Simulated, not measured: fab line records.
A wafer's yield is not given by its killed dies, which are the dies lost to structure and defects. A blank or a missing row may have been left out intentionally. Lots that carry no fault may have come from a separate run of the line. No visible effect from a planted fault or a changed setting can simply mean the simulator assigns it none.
A lot that was struck, set against a sound lot	flow ritCmos	16 out of 202 route steps
Sound: these wafers, L466.1, L466.2, L466.6. Struck: wafers L476.3, L476.5, L476.6. At the end, the cause is stated.
Order at every step that has rows: each side's tool, ch and its chambers, its first start. Under that, the readings that differ: sound wafers	struck wafers	difference of the means	sigmas: that difference in standard deviations of wafers without a fault.
alike: same words and numbers on both sides, and readings whose means sit less than 2 such deviations apart. not compared: any withheld reading, any reading some wafer has no value for, any bound like >300 that may hide the same value, and any number with overlapping values for which the record gives no deviation.
The two part at a step that has a row with sigmas, a row that says differs or no value, or rows on one side only. Non-overlapping numbers with no deviation appear without sigmas and do not part them. Lack of a reading on every wafer of one side parts them only where that side has two or more wafers.

first, 1 step without rows for these wafers: RIT_PRETRO_DEVELOP_05 (develop time 68 s).
RIT_PRETRO_OVL_MEAS_06:
  sound: overlay-02 at day 4 03:40; struck: overlay-01 at day 6 05:43
  alike: PRETRO_OVL
then, 2 steps without rows for these wafers: RIT_PRETRO_HARDBAKE_07 (time 120 s); RIT_PRETRO_IMPLANT_08.
RIT_PRETRO_STRIP_09: strips in O2, time 180 s.
  sound on plasmaAsher-01 ch 0,1, day 4 04:07; struck on plasmaAsher-02 ch 0,1, day 6 06:11
  alike: drypumpMotorCurrentA
  not compared: rfHoursCounterH
RIT_PRETRO_TW_MEAS_10:
  sound: filmMetro-04 at day 4 04:17; struck: filmMetro-04 at day 6 06:20
  alike: PRETRO_TW
then, 5 steps without rows for these wafers: RIT_GATE_WET_ETCH_00 (etches SiO2 in BOE, target depth 56 nm, time 60 s); RIT_GATE_CLEAN_01 (cleans in SC1, time 600 s); RIT_GATE_CLEAN_02 (cleans in dHF, time 30 s); RIT_GATE_CLEAN_03 (cleans in SC2, time 600 s); RIT_GATE_CLEAN_04 (cleans in dHF, time 60 s).
RIT_FOX2_THK_MEAS_91:
  sound: filmMetro-03 at day 4 04:46; struck: filmMetro-03 at day 6 06:49
  alike: FIELD_OXIDE_LEFT_2_THK
RIT_GATE_OXIDATION_05: target thk 3 nm, ox time 270 s.
  sound on furnace-02 ch 0, day 4 05:03; struck on furnace-04 ch 0, day 6 06:51
reading	sound	struck	difference	sigmas
spikeTcCentreC (C)	901.3 902.1 900.5	898.2 899.4 898.8	-2.5	-2
tubeCenterTempC (C)	900.02 900.01 900.01	894.91 894.99 895.04	-5.03	-63
tube_center_temp_C_max	902.1 902.0 902.3	897.3 897.4 897.4	-4.8	-13
model.SiO2_of_GATE_OXIDATION_05.thkNm (nm)	3.085 3.102 3.053	2.688 2.657 2.73	-0.388	
then, 1 step without rows for these wafers: RIT_GATE_ANNEAL_06 (time 600 s).
RIT_GATE_THK_MEAS_07:
  sound: filmMetro-04 at day 4 06:23; struck: filmMetro-01 at day 6 08:25
reading	sound	struck	difference	sigmas
GATE_OXIDE_THK (nm)	3.08 3.06 3.05	2.69 2.65 2.75	-0.37	-5
  not compared: hold
RIT_M1_PROBE_99:
  sound: prober-02 at day 5 05:43; struck: prober-02 at day 7 11:10
  no value came back on the struck wafers for any of 8 readings (model.etest.pmos_0p3.rOnOhmUm, model.etest.nmos_0p3.rOnOhmUm and others); on the sound wafers model.etest.pmos_0p3.rOnOhmUm reads 6341 6277 6309
  alike: killedAtFrontEnd, killedDies, killedOnRim, killedOpen, killedShort

## WHERE THEY PART
At RIT_GATE_OXIDATION_05 first; at RIT_M1_PROBE_99 last (within this record only).

WHY: what the simulator had put in
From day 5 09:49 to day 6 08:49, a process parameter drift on furnace-04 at RIT_GATE_OXIDATION_05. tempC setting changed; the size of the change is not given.
